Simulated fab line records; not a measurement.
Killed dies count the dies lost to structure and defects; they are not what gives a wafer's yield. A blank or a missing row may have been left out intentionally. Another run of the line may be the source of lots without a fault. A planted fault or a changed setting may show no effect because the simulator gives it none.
2 desks, one fault ; flow rit_cmos ; each desk holds nothing but its own numbers, with what lay behind them at the end

THE METROLOGY DESK
What the gauges read for every lot (on any tool): the sampled wafers with a number, averaged. Any lot whose mean is over 4 standard deviations away from the usual mean is out of limits and marked OUT; that distance is given in the brackets.
Columns: A = FOX1_OXIDE_THK at RIT_FOX1_THK_MEAS_01, usual 352 nm; B = FOX2_OXIDE_THK at RIT_FOX2_THK_MEAS_01, usual 352 nm; C = FIELD_OXIDE_LEFT_1_THK at RIT_FOX2_THK_MEAS_90, usual 325 nm
lot;first seen here;A;B;C
L465;day 2 02:49;356;357;329
L466;day 2 07:58;355;360;332
L477;day 4 14:56;350;354;326
L478;day 4 20:16;365;355;328
L479;day 5 02:38;358;352;324
L481;day 5 10:57;349;344;317
L486;day 6 13:22;351;341;313
Finding of this desk: none of the 7 lots has anything out of limits.

TOOL OWNER'S DESK, iline_stepper-01
The tool's own readings at RIT_NWELL_EXPOSE_03 (exposes mask M2, target cd 43900 nm): means of the sampled wafers that have a number, for each lot that ran on this tool. Any lot whose mean is over 4 standard deviations away from the usual mean is out of limits and marked OUT; that distance is given in the brackets.
Columns: A = exposure_dose_mJ_cm2 at RIT_NWELL_EXPOSE_03, usual 249.98
lot;first seen here;A
L465;day 2 05:53;250.31
L478;day 5 00:50;249.72
L479;day 5 05:43;250.36
L481;day 5 14:02;249.87
Finding of this desk: none of the 4 lots has anything out of limits.

BROUGHT TOGETHER
From the metrology desk's view, nothing was out of limits.
Nothing out of limits was seen by the tool owner's desk.

WHAT THE SIMULATOR HAD PUT IN
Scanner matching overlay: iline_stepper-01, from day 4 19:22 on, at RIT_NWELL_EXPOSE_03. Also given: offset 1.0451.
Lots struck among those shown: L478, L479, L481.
